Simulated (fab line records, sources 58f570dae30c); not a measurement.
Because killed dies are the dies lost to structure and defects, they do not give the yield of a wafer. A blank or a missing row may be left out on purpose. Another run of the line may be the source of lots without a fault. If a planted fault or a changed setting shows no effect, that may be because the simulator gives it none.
The tool behind it: which one? / flow berkeleyCmos170 / 21 wafers from 7 lots sampled at 2 of the route's 331 steps

## WHAT THE GAUGES READ, wafer by wafer
UCB170_SDANNEAL_RS_MEAS_02: measurement is done with a four-point probe.
lot=L596; measured=day 8 04:46; on=filmMetro-03; PSD_RS (ohm/sq)=75.3 75.3 75.1
lot=L601; measured=day 8 17:18; on=filmMetro-02; PSD_RS (ohm/sq)=74.8 74.6 74.8
lot=L597; measured=day 8 17:53; on=filmMetro-01; PSD_RS (ohm/sq)=75.4 75.4 75.8
lot=L606; measured=day 10 07:44; on=filmMetro-02; PSD_RS (ohm/sq)=75.4 75.2 75.2
lot=L608; measured=day 10 08:13; on=filmMetro-02; PSD_RS (ohm/sq)=84.2 84.0 84.3
lot=L613; measured=day 10 23:37; on=filmMetro-03; PSD_RS (ohm/sq)=76.1 76.1 76.1
lot=L617; measured=day 12 06:59; on=filmMetro-02; PSD_RS (ohm/sq)=76.2 76.0 76.1

## EACH LOT AND THE TOOL THAT RAN IT (in order: tool; ch and the chambers of the sampled wafers; start)
lot=L596; UCB170_SDANNEAL_RTA_01=rtpAnneal-01 ch 0, day 8 04:41
lot=L601; UCB170_SDANNEAL_RTA_01=rtpAnneal-01 ch 0, day 8 17:14
lot=L597; UCB170_SDANNEAL_RTA_01=rtpAnneal-01 ch 0, day 8 17:47
lot=L606; UCB170_SDANNEAL_RTA_01=rtpAnneal-02 ch 0, day 10 07:40
lot=L608; UCB170_SDANNEAL_RTA_01=rtpAnneal-01 ch 0, day 10 08:02
lot=L613; UCB170_SDANNEAL_RTA_01=rtpAnneal-02 ch 0, day 10 23:33
lot=L617; UCB170_SDANNEAL_RTA_01=rtpAnneal-02 ch 0, day 12 06:55
- UCB170_SDANNEAL_RTA_01: time 5 s.

## THE ANSWER, worked out from the rows above alone
Rule: the usual values come from the lots themselves. The widest of any qualifying gaps counts: lots, ordered by their means at a reading, are off when they make up no more than a third of the lots, leave a main group of 4 or more, and stand apart from it by 3 or more times the standard deviation of that group's means. A main group is skipped when, at the precision printed for the reading in the tables above, its means are all equal. Also off: a lot with no number at a reading for which 4 or more lots have one. All remaining lots with rows at the step are treated as sound.
Off: L608, seen at UCB170_SDANNEAL_RS_MEAS_02 (PSD_RS). The main group has a mean of 75.5 ohm/sq with a standard deviation of 0.49.
A tool fits if, at a process step before that reading, it ran every lot that is off, and no sound lot after the first of them. Gauges at UCB170_SDANNEAL_RS_MEAS_02: tried the same way as those tools. One candidate fits, namely rtpAnneal-01 at UCB170_SDANNEAL_RTA_01. A fault onset in the window from L597 (day 8 17:47, its last sound lot) to L608 (day 10 08:02, its first lot off) fits.

## WHAT THE SIMULATOR HAD INSERTED
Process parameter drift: rtpAnneal-01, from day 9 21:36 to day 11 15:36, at UCB170_SDANNEAL_RTA_01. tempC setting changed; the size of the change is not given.
Shown lots that were struck: L608. The same result came from the rule above.
